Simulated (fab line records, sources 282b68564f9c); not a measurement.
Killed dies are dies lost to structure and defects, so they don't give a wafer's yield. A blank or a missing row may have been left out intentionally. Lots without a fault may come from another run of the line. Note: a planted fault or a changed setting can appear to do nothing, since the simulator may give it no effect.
fab line records ; flow rit-cmos
[record] lots = 6; wafers = 18; last-day = 7
route steps=202 shown PLDD@120 SPACER@125 NSD@131 M1@202
lots untouched by any fault: they come from a run of this same line in which no faults occurred
start-h: start of the lot's first displayed wafer, in hours after the record's first day ; wait-h: hours since the lot's step before ; " same as the row above ; L1.1+2: a single row standing in for several wafers ; - either no value or no given start ; * or withheld: withheld ; < > ~ a bound
route shown NAME@n: NAME is a module with steps in the file, n the number in the route of the first one ; usual: mean and standard deviation over wafers with no fault ; same: alike in all rows ; chamber/n: place in a boat ; sites: each site's reading ; _std_site: the standard deviation of these ; _edge_site: inner sites' mean taken away from outer sites' mean ; radius-mm: for every site, how far away it sits from the centre of the wafer ; mask NAME#n: copy n ; behind: tool/chamber where the wafer was last shaped ; hold: why the lot was held/for how many hours/how that ended ; device: the transistor (n, p or np) that didn't switch ; end of line: tests run on the same wafers once the route is complete ; a step given without rows: its recipe and nothing more ; killed: dies that structure and defects cost at the first sort, which is not the same as the wafer's yield ; map: dies across one wafer; x = killed, . = not, _ = none there
set.NAME: the run value of the setting; set.NAME@STEP: its run value at that earlier step ; model.NAME: the simulator's own value behind a step, which no gauge read
certain route steps with their lots: each step a table, each wafer a row
services: a tool's chamber out of use, with start hour (start-h, from the record's first day; less than 0 if before it), hours out, and reason
[[steps]]
[step RIT_PLDD_OVL_MEAS_06]
[usual] PLDD_OVL = 1.0/1.4
lot.wafer;tool;chamber;start-h;wait-h;PLDD_OVL[nm]
L562.1;overlay-01;-;63.88;-;-1.7
L562.4;overlay-01;-;63.88;-;-1.3
L562.6;overlay-01;-;63.88;-;-1.3
L564.1;overlay-02;-;73.15;-;2.3
L564.3;overlay-02;-;73.15;-;2.6
L564.4;overlay-02;-;73.15;-;0.4
L565.1;overlay-01;-;77.04;-;2.1
L565.2;overlay-01;-;77.04;-;1.7
L565.5;overlay-01;-;77.04;-;-2.2
L567.1;overlay-01;-;90.68;-;0.8
L567.2;overlay-01;-;90.68;-;0.5
L567.5;overlay-01;-;90.68;-;0.7
L568.1;overlay-01;-;96.98;-;0.2
L568.2;overlay-01;-;96.98;-;2.6
L568.6;overlay-01;-;96.98;-;1.7
L580.3;overlay-02;-;153.81;-;-0.4
L580.5;overlay-02;-;153.81;-;0.8
L580.6;overlay-02;-;153.81;-;-0.1
[step RIT_PLDD_HARDBAKE_07]
[recipe] resist = NOVOLAK; temp-c = 140; time-s = 60
[step RIT_PLDD_IMPLANT_08]
[recipe] species = BF2; energy-kev = 20; dose-cm2 = 9e+14; tilt-deg = 7
[step RIT_PLDD_STRIP_09]
[recipe] chemistry = O2; time-s = 180; resist = NOVOLAK; platen-temp-c = withheld; power-w = 500; pressure-mtorr = 4000; o2-flow-sccm = 4000
[usual] drypump-motor-current-A = 5.9/0.43
lot.wafer;tool;chamber;start-h;wait-h;drypump-motor-current-A;rf-hours-counter-h
L562.1;plasma-asher-02;0;64.22;0.1;6.5;42
L562.4;plasma-asher-02;0;64.22;0.1;6.5;-
L562.6;plasma-asher-02;1;64.22;0.1;5.7;-
L564.1;plasma-asher-01;0;73.48;0.1;5.1;43
L564.3;plasma-asher-01;1;73.48;0.1;6.1;-
L564.4;plasma-asher-01;0;73.48;0.1;5.1;-
L565.1;plasma-asher-01;0;77.38;0.1;5.1;43
L565.2;plasma-asher-01;1;77.38;0.1;6.1;43
L565.5;plasma-asher-01;1;77.38;0.1;6.0;-
L567.1;plasma-asher-02;1;91.02;0.1;5.7;46
L567.2;plasma-asher-02;0;91.02;0.1;6.5;46
L567.5;plasma-asher-02;1;91.02;0.1;5.7;-
L568.1;plasma-asher-01;1;97.45;0.1;6.1;46
L568.2;plasma-asher-01;0;97.45;0.1;5.1;46
L568.6;plasma-asher-01;1;97.45;0.1;6.1;-
L580.3;plasma-asher-02;0;154.19;0.1;6.5;-
L580.5;plasma-asher-02;0;154.19;0.1;6.5;-
L580.6;plasma-asher-02;1;154.19;0.1;5.7;-
[step RIT_PLDD_TW_MEAS_10]
[usual] PLDD_TW = 2375/18
lot.wafer;tool;chamber;start-h;wait-h;PLDD_TW
L562.1;film-metro-02;-;64.40;0.1;2355
L562.4;film-metro-02;-;64.40;0.1;2346
L562.6;film-metro-02;-;64.40;0.1;2370
L564.1;film-metro-02;-;73.66;0.1;2372
L564.3;film-metro-02;-;73.66;0.1;2371
L564.4;film-metro-02;-;73.66;0.1;2362
L565.1;film-metro-03;-;77.55;0.1;2399
L565.2;film-metro-03;-;77.55;0.1;2381
L565.5;film-metro-03;-;77.55;0.1;2386
L567.1;film-metro-02;-;91.20;0.1;2359
L567.2;film-metro-02;-;91.20;0.1;2364
L567.5;film-metro-02;-;91.20;0.1;2373
L568.1;film-metro-02;-;97.63;0.1;2361
L568.2;film-metro-02;-;97.63;0.1;2353
L568.6;film-metro-02;-;97.63;0.1;2350
L580.3;film-metro-04;-;154.33;0.1;2366
L580.5;film-metro-04;-;154.33;0.1;2381
L580.6;film-metro-04;-;154.33;0.1;2378
[step RIT_SPACER_CLEAN_00]
[recipe] chemistry = SC1; mix = 3:3:50; time-s = 600; temp-c = 75
[step RIT_SPACER_CLEAN_01]
[recipe] chemistry = dHF; dilution = 50:1; time-s = 30
[step RIT_SPACER_CLEAN_02]
[recipe] chemistry = SC2; mix = 3:3:50; time-s = 600; temp-c = 75; dry = n2-spin
[step RIT_SPACER_CVD_03]
[recipe] material = Si3N4; target-thk-nm = 250; temp-c = 810; precursor = SiH2Cl2/NH3; time-s = 3300; pressure-mtorr = 300; sih2cl2-flow-sccm = 60; nh3-flow-sccm = 150
[step RIT_SPACER_THK_MEAS_04]
[recipe] reads = Si3N4_of_SPACER_CVD_03
[usual] SPACER_NITRIDE_THK = 250.5/2.2
lot.wafer;tool;chamber;start-h;wait-h;SPACER_NITRIDE_THK[nm]
L562.1;film-metro-04;-;66.74;0.0;250.0
L562.4;film-metro-04;-;66.74;0.0;248.7
L562.6;film-metro-04;-;66.74;0.0;248.9
L564.1;film-metro-01;-;76.00;0.0;248.3
L564.3;film-metro-01;-;76.00;0.0;246.7
L564.4;film-metro-01;-;76.00;0.0;247.7
L565.1;film-metro-03;-;79.90;0.0;252.5
L565.2;film-metro-03;-;79.90;0.0;252.2
L565.5;film-metro-03;-;79.90;0.0;252.3
L567.1;film-metro-01;-;93.57;0.0;247.4
L567.2;film-metro-01;-;93.57;0.0;245.6
L567.5;film-metro-01;-;93.57;0.0;248.5
L568.1;film-metro-03;-;100.93;0.0;253.0
L568.2;film-metro-03;-;100.93;0.0;250.2
L568.6;film-metro-03;-;100.93;0.0;251.4
L580.3;film-metro-01;-;157.07;0.0;252.4
L580.5;film-metro-01;-;157.07;0.0;252.3
L580.6;film-metro-01;-;157.07;0.0;253.1
[step RIT_SPACER_ETCHBACK_05]
[recipe] target-depth-a = 2500; SF6_flow_sccm = 30; CHF3_flow_sccm = 30; target = Si3N4; chemistry = SF6/CHF3; pressure-mtorr = 40; rf-w = 250; time-s = 240; stop-on = SiO2
[usual] drypump-motor-current-A = 5.7/0.42; oes-product-au = 0.842/0.01; throttle-valve-pct = 10.22/0.13
lot.wafer;tool;chamber;start-h;wait-h;drypump-motor-current-A;oes-product-au;rf-hours-counter-h;throttle-valve-pct
L562.1;rie-diel-02;0;66.80;0.1;5.7;0.836;123;10.19
L562.4;rie-diel-02;1;66.80;0.1;5.9;0.840;10;10.37
L562.6;rie-diel-02;3;66.80;0.1;5.3;0.828;-;10.06
L564.1;rie-diel-03;1;76.06;0.1;5.3;0.850;2;10.59
L564.3;rie-diel-03;0;76.06;0.1;5.8;0.853;108;10.26
L564.4;rie-diel-03;3;76.06;0.1;6.0;0.852;62;10.25
L565.1;rie-diel-01;2;79.96;0.1;5.7;0.846;159;10.03
L565.2;rie-diel-01;1;79.96;0.1;5.2;0.861;5;10.23
L565.5;rie-diel-01;3;79.96;0.1;5.2;0.842;-;10.12
L567.1;rie-diel-02;0;93.63;0.1;5.7;0.833;124;10.19
L567.2;rie-diel-02;3;93.63;0.1;5.3;0.826;116;10.06
L567.5;rie-diel-02;2;93.63;0.1;5.9;0.823;-;10.24
L568.1;rie-diel-02;1;100.99;0.1;5.9;0.858;11;10.37
L568.2;rie-diel-02;2;100.99;0.1;5.9;0.840;103;10.24
L568.6;rie-diel-02;2;100.99;0.1;5.9;0.836;-;10.23
L580.3;rie-diel-03;1;157.12;0.0;5.3;0.852;3;10.58
L580.5;rie-diel-03;1;157.12;0.0;5.4;0.854;-;10.59
L580.6;rie-diel-03;2;157.12;0.0;5.7;0.847;-;10.32
[step RIT_NSD_HMDS_00]
[recipe] prime-time-s = 60; prime-temp-c = 140
[step RIT_NSD_COAT_01]
[recipe] resist = NOVOLAK; spin-rpm = 3250; resist-thk-nm = 1000
[usual] chill-plate-temp-C = 23.00/0.11; spin-speed-rpm = 3249.7/2.3
lot.wafer;tool;chamber;start-h;wait-h;chill-plate-temp-C;spin-speed-rpm;model.NOVOLAK_of_NSD_COAT_01.thk-nm
L562.1;litho-track-03;0;67.10;0.1;22.80;3250.7;999.1
L562.4;litho-track-03;0;67.10;0.1;23.04;3250.6;998.5
L562.6;litho-track-03;0;67.10;0.1;22.87;3254.0;996.6
L564.1;litho-track-02;0;76.36;0.1;23.06;3247.4;1002
L564.3;litho-track-02;0;76.36;0.1;23.00;3247.1;999.7
L564.4;litho-track-02;0;76.36;0.1;23.20;3244.9;1000
L565.1;litho-track-02;0;80.26;0.1;22.86;3750.4;927.9
L565.2;litho-track-02;0;80.26;0.1;23.05;3750.7;929.6
L565.5;litho-track-02;0;80.26;0.1;22.93;3752.3;928
L567.1;litho-track-02;0;93.93;0.1;23.00;3748.0;925.5
L567.2;litho-track-02;0;93.93;0.1;22.97;3751.5;925.5
L567.5;litho-track-02;0;93.93;0.1;23.00;3749.4;924.3
L568.1;litho-track-01;0;101.29;0.1;23.06;3251.5;1001
L568.2;litho-track-01;0;101.29;0.1;23.05;3250.1;1002
L568.6;litho-track-01;0;101.29;0.1;23.17;3248.5;1000
L580.3;litho-track-03;0;157.47;0.1;22.78;3247.1;1002
L580.5;litho-track-03;0;157.47;0.1;22.89;3247.0;1003
L580.6;litho-track-03;0;157.47;0.1;22.93;3245.6;1002
[step RIT_NSD_SOFTBAKE_02]
[recipe] resist = NOVOLAK; temp-c = 90; time-s = 60
[step RIT_NSD_EXPOSE_03]
[recipe] mask-id = M9; na = 0.57; target-cd-nm = 40700; dose-mj = 250
[step RIT_NSD_PEB_04]
[recipe] resist = NOVOLAK; temp-c = withheld; time-s = withheld
[step RIT_NSD_DEVELOP_05]
[recipe] resist = NOVOLAK; develop-time-s = 50; dev-temp-c = 23
[step RIT_NSD_OVL_MEAS_06]
[usual] NSD_OVL = 0.3/1.5
lot.wafer;tool;chamber;start-h;wait-h;NSD_OVL[nm]
L562.1;overlay-01;-;67.92;-;0.5
L562.4;overlay-01;-;67.92;-;-0.1
L562.6;overlay-01;-;67.92;-;0.4
L564.1;overlay-01;-;77.08;-;2.2
L564.3;overlay-01;-;77.08;-;3.0
L564.4;overlay-01;-;77.08;-;2.7
L565.1;overlay-01;-;81.08;-;1.8
L565.2;overlay-01;-;81.08;-;1.3
L565.5;overlay-01;-;81.08;-;0.1
L567.1;overlay-02;-;94.76;-;1.3
L567.2;overlay-02;-;94.76;-;0.7
L567.5;overlay-02;-;94.76;-;0.0
L568.1;overlay-02;-;102.33;-;-0.2
L568.2;overlay-02;-;102.33;-;-1.8
L568.6;overlay-02;-;102.33;-;-1.7
L580.3;overlay-02;-;158.13;-;-1.4
L580.5;overlay-02;-;158.13;-;-1.8
L580.6;overlay-02;-;158.13;-;0.1
[step RIT_NSD_HARDBAKE_07]
[recipe] resist = NOVOLAK; temp-c = 140; time-s = 60
[usual] chill-plate-temp-C = 23.03/0.11
lot.wafer;tool;chamber;start-h;wait-h;chill-plate-temp-C;model.NOVOLAK_of_NSD_COAT_01.thk-nm
L562.1;litho-track-02;0;67.96;0.0;23.20;883
L562.4;litho-track-02;0;67.96;0.0;22.96;882.4
L562.6;litho-track-02;0;67.96;0.0;22.97;880.7
L564.1;litho-track-01;0;77.11;0.0;23.12;885.5
L564.3;litho-track-01;0;77.11;0.0;23.09;883.6
L564.4;litho-track-01;0;77.11;0.0;23.07;884
L565.1;litho-track-03;0;81.12;0.0;23.10;820.7
L565.2;litho-track-03;0;81.12;0.0;23.12;822.2
L565.5;litho-track-03;0;81.12;0.0;23.00;820.8
L567.1;litho-track-02;0;94.88;0.1;23.04;818.5
L567.2;litho-track-02;0;94.88;0.1;22.94;818.6
L567.5;litho-track-02;0;94.88;0.1;22.95;817.6
L568.1;litho-track-03;0;102.43;0.1;23.01;884.9
L568.2;litho-track-03;0;102.43;0.1;23.05;885.7
L568.6;litho-track-03;0;102.43;0.1;23.11;884.2
L580.3;litho-track-01;0;158.20;0.1;23.00;885.4
L580.5;litho-track-01;0;158.20;0.1;22.96;886.5
L580.6;litho-track-01;0;158.20;0.1;22.79;885.2
[step RIT_NSD_IMPLANT_08]
[recipe] species = P; energy-kev = 25; dose-cm2 = 1e+15; tilt-deg = 7
[step RIT_M1_PROBE_99]
[usual] killed-at-front-end = 6.8/2.8; killed-dies = 6.9/2.8; killed-open = 3.3/1.9; killed-short = 3.5/1.8
[same] gross-dies = 264; killed_at_M0_to_M3 = 0; killed_at_M4_up = 0; killed-at-back-side = 0; killed-at-contacts = 0; killed-at-other = 0
lot.wafer;tool;chamber;start-h;wait-h;killed-at-front-end;killed-dies;killed-open;killed-short
L564.1;prober-01;-;87.19;0.1;7;7;4;3
L564.3;prober-01;-;87.29;0.2;5;5;3;2
L564.4;prober-01;-;87.34;0.2;9;9;6;3
L565.1;prober-02;-;90.94;0.1;10;10;3;7
L565.2;prober-02;-;90.99;0.1;9;9;3;5
L565.5;prober-02;-;91.14;0.2;11;11;3;8
L567.1;prober-02;-;105.10;0.1;9;9;3;6
L567.2;prober-02;-;105.15;0.1;9;9;2;7
L567.5;prober-02;-;105.30;0.2;6;6;4;2
L568.1;prober-01;-;112.87;0.1;13;13;7;6
L568.2;prober-01;-;112.92;0.1;8;8;4;4
L568.6;prober-01;-;113.12;0.2;5;5;3;2
// killed by level:class
L564.1 FOX2:geometric-particle:short=2 REOX:geometric-particle:open=2 FOX2:geometric-particle:open=1 GATE:geometric-particle:short=1 SILICIDE:geometric-particle:open=1
L564.3 FOX1:geometric-particle:open=1 FOX2:geometric-particle:open=1 GATE:geometric-particle:short=1 GATE:geometric-particle:open=1 REOX:geometric-particle:short=1
L564.4 GATE:geometric-particle:open=4 SPACER:geometric-particle:short=2 REOX:geometric-particle:open=1 REOX:geometric-particle:short=1 SPACER:geometric-particle:open=1
L565.1 GATE:geometric-particle:short=3 GATE:geometric-particle:open=2 REOX:geometric-particle:short=2 SILICIDE:geometric-particle:short=2 REOX:geometric-particle:open=1
L565.2 GATE:geometric-particle:short=3 REOX:geometric-particle:short=2 REOX:geometric-particle:open=2 SILICIDE:geometric-particle:open=1 NRETRO:coat-microbubble-printed=1
L565.5 GATE:geometric-particle:short=3 REOX:geometric-particle:short=3 REOX:geometric-particle:open=2 FOX2:geometric-particle:open=1 SPACER:geometric-particle:short=1 SILICIDE:geometric-particle:short=1
L567.1 GATE:geometric-particle:open=3 SPACER:geometric-particle:short=3 GATE:geometric-particle:short=2 REOX:geometric-particle:short=1
L567.2 GATE:geometric-particle:short=3 SPACER:geometric-particle:short=2 SPACER:geometric-particle:open=2 FOX2:geometric-particle:short=1 REOX:geometric-particle:short=1
L567.5 GATE:geometric-particle:open=2 SPACER:geometric-particle:open=2 FOX1:geometric-particle:short=1 GATE:geometric-particle:short=1
L568.1 GATE:geometric-particle:short=3 REOX:geometric-particle:open=3 GATE:geometric-particle:open=2 REOX:geometric-particle:short=2 FOX1:geometric-particle:open=1 FOX2:geometric-particle:short=1 SPACER:geometric-particle:open=1
L568.2 GATE:geometric-particle:short=3 GATE:geometric-particle:open=2 SILICIDE:geometric-particle:open=2 REOX:geometric-particle:short=1
L568.6 FOX1:geometric-particle:short=1 FOX2:geometric-particle:open=1 SPACER:geometric-particle:short=1 GATE:geometric-particle:open=1 SPACER:geometric-particle:open=1
[[services]]
tool;chamber;start-h;hours;kind
rie-diel-03;-;44.73;13.3;repair
rie-diel-03;-;77.54;0.8;repair
plasma-asher-01;-;85.33;2.8;pm
rie-diel-03;-;87.80;2.8;pm
rie-diel-02;1;102.31;16.7;repair
rie-diel-02;0;102.37;5.3;repair
rie-diel-01;2;105.66;-;clean
rie-diel-01;2;105.66;15.9;scheduled-down
rie-diel-01;2;105.66;15.9;vent-cycle
rie-diel-03;-;139.52;15.6;pm
rie-diel-01;3;155.21;17.6;repair
rie-diel-02;1;155.31;8.9;repair
rie-diel-01;1;156.87;3.2;repair
[[key]]
[first-sign] step = RIT_NSD_COAT_01; reading = spin-speed-rpm; direction = up; sigmas = 99+; usual = 3249.7; struck = 3750.4
effect none on later readings
[model-effect] step = RIT_NSD_COAT_01; value = NOVOLAK_of_NSD_COAT_01.thk-nm; without = 995.7; struck = 926.8
[model-effect] step = RIT_NSD_HARDBAKE_07; value = NOVOLAK_of_NSD_COAT_01.thk-nm; without = 880; struck = 819.7
met-at RIT_NSD_COAT_01
struck-wafers L565.1,L565.2,L565.5,L567.1,L567.2,L567.5
tester-left-out L565,L567
onset-between 76.36 80.26
[fault] kind = process-parameter-drift; tool = litho-track-02; chamber = -; onset-h = 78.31; steps = RIT_NSD_COAT_01; channel = spin-rpm; offset = 501.35; shape = step; end-h = 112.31; acts-in = these-recipes-only; stated = 3250
// tester-left-out: of these lots the tester's yield and bins aren't shown, on N5 and GAA mostly nor the transistor test; their killed dies are dies lost to structure and defects alone, not to doping, threshold or leakage, so they don't give the yield
